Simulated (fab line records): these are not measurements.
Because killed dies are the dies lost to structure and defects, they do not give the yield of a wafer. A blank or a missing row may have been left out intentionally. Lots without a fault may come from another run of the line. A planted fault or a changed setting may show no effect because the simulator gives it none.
Matching of chambers :: flow berkeley cmos170 :: 3 sister chambers for UCB170_V1_CVD_00 on pecvd-03
The step deposits SiO2 from TEOS/O2, target thk 2000 nm, time 250 s. 3 wafers are shown with their chamber, then 7 later ones without.

WAFERS WITH THEIR CHAMBER
wafer: L592.5
chamber: 2
heater power w (W): 255

wafer: L605.2
chamber: 0
heater power w (W): 296

wafer: L605.3
chamber: 1
heater power w (W): 235

WAFERS WITH NO CHAMBER GIVEN
wafer: L605.5
heater power w (W): 303

wafer: L608.1
heater power w (W): 280

wafer: L608.2
heater power w (W): 290

wafer: L608.5
heater power w (W): 221

wafer: L606.3
heater power w (W): 192

wafer: L606.4
heater power w (W): 258

wafer: L606.6
heater power w (W): 224

WHICH CHAMBER EACH WENT THROUGH
wafer: L605.5
from the rows above: 0
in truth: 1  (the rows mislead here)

wafer: L608.1
from the rows above: can't be placed: 0 or 2 or 1
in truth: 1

wafer: L608.2
from the rows above: can't be placed: 0 or 2
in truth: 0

wafer: L608.5
from the rows above: can't be placed: 1 or 2
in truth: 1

wafer: L606.3
from the rows above: can't be placed: 1 or 2
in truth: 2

wafer: L606.4
from the rows above: can't be placed: 2 or 1 or 0
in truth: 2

wafer: L606.6
from the rows above: can't be placed: 1 or 2
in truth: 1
Correct placement for 0 of the 7. Unplaceable from these rows: 6, with the true chamber sitting among the candidates in 6. Placed wrongly: 1.
How it was worked out, from the rows above alone: a wafer's distance from a chamber is the root of the sum, over the readings, of the square of ((its reading less the chamber's mean) divided by the reading's scatter). If the next closest chamber is less than 2 further off than the closest, the wafer can't be placed; otherwise it belongs to the closest. A chamber's mean is the mean of its shown wafers. The scatter (one wafer shown for each chamber): square how far every hidden wafer sits from the nearest shown wafer, average those squares and take the square root.
